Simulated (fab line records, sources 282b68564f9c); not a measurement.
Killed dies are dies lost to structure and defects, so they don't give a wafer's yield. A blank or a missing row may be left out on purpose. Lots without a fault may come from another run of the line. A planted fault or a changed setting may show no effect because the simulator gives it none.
fab line records | flow rit_cmos
record lots=6 wafers=18 last_day=8
route steps=202 shown GATE@83 M1@202
lots that met no fault: from a run of the same line without faults
start_h: hours from the record's first day to the start of the lot's first wafer shown | wait_h: hours since the lot's step before | " the same as in the row above | L1.1+2: a row that stands for several wafers | - no value, or no start given | * or withheld: withheld | < > ~ a bound
route shown NAME@n: a module of which the file shows steps, and the number in the route of the first | usual: mean/standard deviation of fault-free wafers | same: alike in all rows | chamber/n: place in a boat | sites: the reading at each site | _std_site: their standard deviation | _edge_site: outer sites' mean less inner sites' | radius_mm: how far each site lies from the wafer's centre | mask NAME#n: copy n | behind: the tool/chamber that last shaped the wafer | hold: why the lot was held/for how many hours/how that ended | device: the transistor (n, p or np) that didn't switch | end of line: the same wafers' tests at the end of the route | a step without rows: its recipe alone | killed: dies lost to structure and defects at the first sort, not the wafer's yield | map: a wafer's dies, x killed, . not, _ none there
set.NAME: the setting as run; set.NAME@STEP: as run at that earlier step | model.NAME: the simulator's own value behind a step, which no gauge read
lots at some steps of the route; a table a step, a row a wafer
services: from which hour (start_h, from the record's first day; less than 0 if before it) a tool's chamber was out of use, for how many hours, and why
## steps
# step RIT_GATE_THK_MEAS_07
# recipe reads=SiO2_of_GATE_OXIDATION_05
# usual GATE_OXIDE_THK=3.00/0.072
# columns lot.wafer tool chamber start_h wait_h GATE_OXIDE_THK[nm]
L159.1 film_metro-03 - 44.20 0.0 3.07
L159.5 " - " " 3.04
L159.6 " - " " 3.07
L163.1 film_metro-03 - 58.98 0.0 2.99
L163.3 " - " " 2.99
L163.6 " - " " 2.96
L171.2 film_metro-01 - 103.89 0.0 2.93
L171.5 " - " " 2.98
L171.6 " - " " 2.92
L173.1 film_metro-01 - 117.36 0.0 2.96
L173.2 " - " " 2.93
L173.4 " - " " 2.99
L174.2 film_metro-01 - 120.63 0.0 2.90
L174.3 " - " " 2.94
L174.4 " - " " 2.94
L180.1 film_metro-04 - 153.60 0.0 2.85
L180.3 " - " " 2.88
L180.5 " - " " 2.92
# step RIT_GATE_CVD_08
# recipe material=poly-Si target_thk_nm=250 temp_c=610 precursor=SiH4 time_s=2220 pressure_mtorr=300 sih4_flow_sccm=100
# step RIT_GATE_THK_MEAS_09
# recipe reads=poly-Si_of_GATE_CVD_08
# usual GATE_POLY_THK=250/3.2
# columns lot.wafer tool chamber start_h wait_h GATE_POLY_THK[nm]
L159.1 film_metro-01 - 46.70 0.0 252
L159.5 " - " " 250
L159.6 " - " " 252
L163.1 film_metro-04 - 64.00 0.0 256
L163.3 " - " " 255
L163.6 " - " " 256
L171.2 film_metro-03 - 105.57 0.0 253
L171.5 " - " " 252
L171.6 " - " " 251
L173.1 film_metro-03 - 119.04 0.0 249
L173.2 " - " " 251
L173.4 " - " " 250
L174.2 film_metro-01 - 123.47 0.0 252
L174.3 " - " " 254
L174.4 " - " " 254
L180.1 film_metro-03 - 155.27 0.0 250
L180.3 " - " " 250
L180.5 " - " " 249
# step RIT_GATE_HMDS_10
# recipe prime_time_s=60 prime_temp_c=140
# step RIT_GATE_COAT_11
# recipe resist=NOVOLAK spin_rpm=4303 resist_thk_nm=850
# step RIT_GATE_SOFTBAKE_12
# recipe resist=NOVOLAK temp_c=90 time_s=60
# step RIT_GATE_EXPOSE_13
# recipe mask_id=M6 na=0.6 source_shape=conventional sigma_outer=0.6 target_cd_nm=150 dose_mj=380
# step RIT_GATE_PEB_14
# recipe resist=NOVOLAK temp_c=withheld time_s=withheld
# step RIT_GATE_DEVELOP_15
# recipe resist=NOVOLAK develop_time_s=50 dev_temp_c=23
# step RIT_GATE_CD_MEAS_16
# recipe target_cd_nm=150
# usual cd_nm=147/3.2
# columns lot.wafer tool chamber start_h wait_h cd_nm
L159.1 cd_sem-02 - 47.74 - 147
L159.5 " - " " 148
L159.6 " - " " 149
L163.1 cd_sem-01 - 65.32 - 150
L163.3 " - " " 148
L163.6 " - " " 152
L171.2 cd_sem-02 - 106.62 - 146
L171.5 " - " " 150
L171.6 " - " " 148
L173.1 cd_sem-01 - 120.07 - 142
L173.2 " - " " 144
L173.4 " - " " 142
L174.2 cd_sem-01 - 124.57 - 149
L174.3 " - " " 145
L174.4 " - " " 148
L180.1 cd_sem-01 - 156.31 - 149
L180.3 " - " " 150
L180.5 " - " " 152
# step RIT_GATE_OVL_MEAS_17
# usual GATE_OVL=0.1/1.5
# columns lot.wafer tool chamber start_h wait_h GATE_OVL[nm]
L159.1 overlay-01 - 47.86 0.1 0.0
L159.5 " - " " -0.8
L159.6 " - " " -1.7
L163.1 overlay-01 - 65.44 0.1 -0.5
L163.3 " - " " -2.8
L163.6 " - " " -2.1
L171.2 overlay-02 - 106.72 0.1 1.6
L171.5 " - " " 1.2
L171.6 " - " " 1.1
L173.1 overlay-02 - 120.19 0.1 1.9
L173.2 " - " " -0.4
L173.4 " - " " 1.7
L174.2 overlay-01 - 124.68 0.1 0.5
L174.3 " - " " -0.4
L174.4 " - " " 2.2
L180.1 overlay-02 - 156.43 0.1 -0.4
L180.3 " - " " 1.2
L180.5 " - " " 1.6
# step RIT_GATE_HARDBAKE_18
# recipe resist=NOVOLAK temp_c=140 time_s=60
# step RIT_GATE_ETCH_19
# recipe chemistry=SF6/CHF3/O2 time_s=165 SF6_flow_sccm=30 CHF3_flow_sccm=30 O2_flow_sccm=5 target=poly-Si pressure_mtorr=40 rf_w=160 target_depth_a=3125 over_etch_frac=0.25 stop_on=SiO2
# usual chamber_pressure_mTorr=40.00/0.038 drypump_motor_current_A=5.50/0.23 oes_product_au=0.844/0.015 run_length_s=193.1/0.49 throttle_valve_pct=10.29/0.17
# columns lot.wafer tool chamber start_h wait_h chamber_pressure_mTorr drypump_motor_current_A oes_product_au rf_hours_counter_h run_length_s throttle_valve_pct model.GATE.feature_depth_nm model.etch.depth_nm model.NOVOLAK_of_GATE_COAT_11.thk_nm
L159.1 rie_si-01 3 48.06 0.1 39.92 5.72 0.852 125 193.0 9.94 251.9 251.9 667.5
L159.5 " 3 " " 39.97 5.76 0.854 - 193.0 9.97 250.3 250.3 666.1
L159.6 " 2 " " 40.03 5.67 0.853 - 193.1 10.43 252.5 252.5 661.3
L163.1 rie_si-01 0 65.62 0.1 39.98 5.30 0.869 3 193.5 10.39 256.1 256.1 664.1
L163.3 " 3 " " 39.96 5.75 0.858 125 193.4 9.98 255.1 255.1 669.4
L163.6 " 0 " " 39.97 5.28 0.868 - 193.6 10.37 256.4 256.4 664.5
L171.2 rie_si-01 3 106.90 0.1 40.03 5.74 0.945 126 151.4 9.95 216.7 216.7 689.9
L171.5 " 2 " " 40.01 5.65 0.981 - 151.9 10.43 223.1 223.1 689
L171.6 " 3 " " 39.93 5.75 0.952 - 151.5 9.97 219.5 219.5 690.7
L173.1 rie_si-01 0 120.38 0.1 39.99 5.29 1.009 3 151.8 10.38 236 236 686
L173.2 " 1 " " 39.97 5.71 0.970 103 151.7 10.44 222.9 222.9 689.3
L173.4 " 3 " " 40.01 5.72 0.971 126 151.6 9.96 221.4 221.4 687.5
L174.2 rie_si-02 1 124.86 0.1 40.05 5.36 0.831 58 193.3 10.23 251.8 251.8 662.9
L174.3 " 3 " " 40.02 5.64 0.845 68 192.7 10.39 254.1 254.1 665.3
L174.4 " 2 " " 40.00 5.61 0.837 72 192.7 10.42 253.7 253.7 664.7
L180.1 rie_si-02 0 156.61 0.1 40.01 5.08 0.848 96 193.9 10.24 250.3 250.3 670.9
L180.3 " 2 " " 40.05 5.58 0.836 72 192.5 10.40 250.2 250.2 664
L180.5 " 2 " " 39.98 5.60 0.822 - 193.0 10.41 248.9 248.9 664.3
# step RIT_GATE_STRIP_20
# recipe chemistry=O2 time_s=180 resist=NOVOLAK platen_temp_c=withheld power_w=500 pressure_mtorr=4000 o2_flow_sccm=4176
# usual chamber_pressure_mTorr=4000/3.7 drypump_motor_current_A=5.9/0.4
# columns lot.wafer tool chamber start_h wait_h chamber_pressure_mTorr drypump_motor_current_A rf_hours_counter_h
L159.1 plasma_asher-04 0 48.17 0.1 3998 5.8 40
L159.5 " 1 " " 3996 6.4 -
L159.6 " 0 " " 3995 5.8 -
L163.1 plasma_asher-03 0 65.73 0.1 3996 6.1 42
L163.3 " 1 " " 3993 5.7 -
L163.6 " 1 " " 3998 5.7 -
L171.2 plasma_asher-02 0 107.01 0.1 4003 6.5 32
L171.5 " 0 " " 4003 6.5 -
L171.6 " 1 " " 3998 5.1 -
L173.1 plasma_asher-04 0 120.49 0.1 3999 5.8 0
L173.2 " 1 " " 3998 6.5 0
L173.4 " 0 " " 3997 5.8 -
L174.2 plasma_asher-03 0 124.97 0.1 4003 6.1 49
L174.3 " 0 " " 4001 6.0 -
L174.4 " 1 " " 4000 5.6 -
L180.1 plasma_asher-04 0 156.72 0.1 4008 5.8 3
L180.3 " 0 " " 3995 5.8 -
L180.5 " 0 " " 3997 5.8 -
# step RIT_M1_PROBE_99
# usual killed_at_contacts=0.1/0.23 killed_at_front_end=7/3 killed_dies=7/3 killed_on_rim=2.0/1.2 killed_open=3.3/2.1 killed_short=3.7/1.9
# same gross_dies=264 killed_at_M0_to_M3=0 killed_at_M4_up=0 killed_at_back_side=0 killed_at_other=0
# columns lot.wafer tool chamber start_h wait_h hold killed_at_contacts killed_at_front_end killed_dies killed_on_rim killed_open killed_short
L159.1 prober-01 - 70.39 0.1 - 0 3 3 0 0 3
L159.5 prober-01 - 70.59 0.2 - 0 4 4 1 2 2
L159.6 prober-01 - 70.64 0.2 - 0 6 6 1 0 6
L163.1 prober-01 - 87.98 0.1 - 0 6 6 2 3 3
L163.3 prober-01 - 88.08 0.2 - 0 5 5 3 3 1
L163.6 prober-01 - 88.23 0.2 - 0 4 4 1 2 2
L171.2 prober-01 - 127.59 0.1 await_dispo/3.3h/scrap 0 264 264 70 2 2
L171.5 prober-01 - 127.74 0.2 await_dispo/3.3h/scrap 0 264 264 70 1 4
L171.6 prober-01 - 127.79 0.2 await_dispo/3.3h/scrap 1 263 264 70 3 2
L173.1 prober-01 - 142.06 0.1 await_dispo/3.5h/scrap 0 253 253 68 4 6
L173.2 prober-01 - 142.11 0.1 await_dispo/3.5h/scrap 0 264 264 70 3 8
L173.4 prober-01 - 142.21 0.2 await_dispo/3.5h/scrap 0 264 264 70 2 8
L174.2 prober-02 - 144.69 0.1 - 0 6 6 4 4 2
L174.3 prober-02 - 144.74 0.2 - 0 7 7 2 7 0
L174.4 prober-02 - 144.79 0.2 - 0 4 4 2 2 2
L180.1 prober-02 - 180.26 0.1 - 0 11 11 2 6 5
L180.3 prober-02 - 180.36 0.2 - 0 13 13 3 9 4
L180.5 prober-02 - 180.46 0.2 - 0 2 2 1 2 0
# killed by level:class
L159.1 GATE:geometric_particle:short=3
L159.5 GATE:geometric_particle:open=2 FOX2:geometric_particle:short=1 SPACER:geometric_particle:short=1
L159.6 SPACER:geometric_particle:short=3 REOX:geometric_particle:short=2 GATE:geometric_particle:short=1
L163.1 GATE:geometric_particle:short=3 GATE:geometric_particle:open=2 FOX1:geometric_particle:open=1
L163.3 GATE:geometric_particle:open=3 FOX2:geometric_particle:short=1 PWELL:coat_microbubble_printed=1
L163.6 GATE:geometric_particle:short=2 FOX1:geometric_particle:open=1 FOX2:geometric_particle:open=1
L171.2 GATE:area_etch=260 GATE:geometric_particle:short=1 GATE:geometric_particle:open=1 REOX:geometric_particle:open=1 SPACER:geometric_particle:short=1
L171.5 GATE:area_etch=259 SPACER:geometric_particle:short=2 GATE:geometric_particle:short=1 SILICIDE:geometric_particle:short=1 SILICIDE:geometric_particle:open=1
L171.6 GATE:area_etch=259 FOX1:geometric_particle:short=2 GATE:geometric_particle:open=1 SILICIDE:geometric_particle:open=1 CONTACT:geometric_particle:open=1
L173.1 GATE:area_etch=243 GATE:geometric_particle:open=2 GATE:geometric_particle:short=2 FOX1:geometric_particle:short=1 FOX2:geometric_particle:open=1 REOX:geometric_particle:open=1 REOX:geometric_particle:short=1 SPACER:geometric_particle:short=1
L173.2 GATE:area_etch=253 GATE:geometric_particle:short=4 FOX2:geometric_particle:short=2 FOX1:geometric_particle:short=1 GATE:geometric_particle:open=1 SPACER:geometric_particle:open=1 SILICIDE:geometric_particle:short=1 SILICIDE:geometric_particle:open=1
L173.4 GATE:area_etch=254 GATE:geometric_particle:short=3 SILICIDE:geometric_particle:short=2 FOX1:geometric_particle:short=1 FOX1:geometric_particle:open=1 FOX2:geometric_particle:short=1 GATE:geometric_particle:open=1 REOX:geometric_particle:short=1
L174.2 GATE:geometric_particle:open=2 SPACER:geometric_particle:open=2 GATE:geometric_particle:short=1 REOX:geometric_particle:short=1
L174.3 GATE:geometric_particle:open=3 FOX2:geometric_particle:open=2 FOX1:geometric_particle:open=1 SILICIDE:geometric_particle:open=1
L174.4 GATE:geometric_particle:open=2 SPACER:geometric_particle:short=2
L180.1 FOX1:geometric_particle:open=2 GATE:geometric_particle:short=2 GATE:geometric_particle:open=2 FOX1:geometric_particle:short=1 REOX:geometric_particle:open=1 REOX:geometric_particle:short=1 SPACER:geometric_particle:short=1 SILICIDE:geometric_particle:open=1
L180.3 GATE:geometric_particle:open=5 FOX1:geometric_particle:open=2 SPACER:geometric_particle:short=2 FOX1:geometric_particle:short=1 GATE:geometric_particle:short=1 SPACER:geometric_particle:open=1 SILICIDE:geometric_particle:open=1
L180.5 FOX1:geometric_particle:open=1 REOX:geometric_particle:open=1
# map L171.2 (x killed, . not)
________xxxxxxx_______
_____xxxxxxxxxxxxx____
____xxxxxxxxxxxxxxx___
___xxxxxxxxxxxxxxxxx__
__xxxxxxxxxxxxxxxxxxx_
__xxxxxxxxxxxxxxxxxxx_
_xxxxxxxxxxxxxxxxxxxxx
_xxxxxxxxxxxxxxxxxxxxx
_xxxxxxxxxxxxxxxxxxxxx
_xxxxxxxxxxxxxxxxxxxxx
__xxxxxxxxxxxxxxxxxxx_
__xxxxxxxxxxxxxxxxxxx_
___xxxxxxxxxxxxxxxxx__
____xxxxxxxxxxxxxxx___
_____xxxxxxxxxxxxx____
________xxxxxxx_______
# map L173.2 (x killed, . not)
________xxxxxxx_______
_____xxxxxxxxxxxxx____
____xxxxxxxxxxxxxxx___
___xxxxxxxxxxxxxxxxx__
__xxxxxxxxxxxxxxxxxxx_
__xxxxxxxxxxxxxxxxxxx_
_xxxxxxxxxxxxxxxxxxxxx
_xxxxxxxxxxxxxxxxxxxxx
_xxxxxxxxxxxxxxxxxxxxx
_xxxxxxxxxxxxxxxxxxxxx
__xxxxxxxxxxxxxxxxxxx_
__xxxxxxxxxxxxxxxxxxx_
___xxxxxxxxxxxxxxxxx__
____xxxxxxxxxxxxxxx___
_____xxxxxxxxxxxxx____
________xxxxxxx_______
## services
# columns tool chamber start_h hours kind
rie_si-01 2 59.48 - clean
rie_si-01 2 59.48 19.1 scheduled_down
rie_si-01 2 59.48 19.1 vent_cycle
plasma_asher-04 - 108.75 9.0 pm
plasma_asher-04 0 108.75 9.0 vent_cycle
plasma_asher-04 1 108.75 9.0 vent_cycle
plasma_asher-02 - 114.45 7.6 repair
plasma_asher-04 0 117.75 - clean
plasma_asher-04 1 117.75 - clean
rie_si-02 1 141.13 16.2 repair
## key
first_sign step=RIT_GATE_ETCH_19 reading=run_length_s direction=down sigmas=85 usual=* struck=*
effect step=RIT_GATE_ETCH_19 reading=oes_product_au direction=up sigmas=8.6 usual=0.844 struck=0.971
effect step=RIT_M1_PROBE_99 reading=killed_at_front_end direction=up sigmas=85 usual=7 struck=262
model_effect step=RIT_GATE_ETCH_19 value=GATE.feature_depth_nm without=251.3 struck=223.3
more_kills_born_at RIT_GATE_ETCH_19@rie_si-01=1528
met_at RIT_GATE_ETCH_19
struck_wafers L171.2,L171.5,L171.6,L173.1,L173.2,L173.4
later_rows_left_out L171.2,L171.5,L171.6,L173.1,L173.2,L173.4
tester_left_out L171,L173
onset_between 65.62 106.90
fault kind=process_parameter_drift tool=rie_si-01 chamber=- onset_h=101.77 steps=RIT_GATE_ETCH_19 channel=time_s offset=* shape=step end_h=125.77 stated=*
# tester_left_out: of these lots the tester's yield and bins aren't shown, on N5 and GAA mostly nor the transistor test; their killed dies are dies lost to structure and defects alone, not to doping, threshold or leakage, so they don't give the yield
# later_rows_left_out: the simulator's readings of these wafers behind a module that went badly wrong aren't trusted and aren't shown, but for the sort
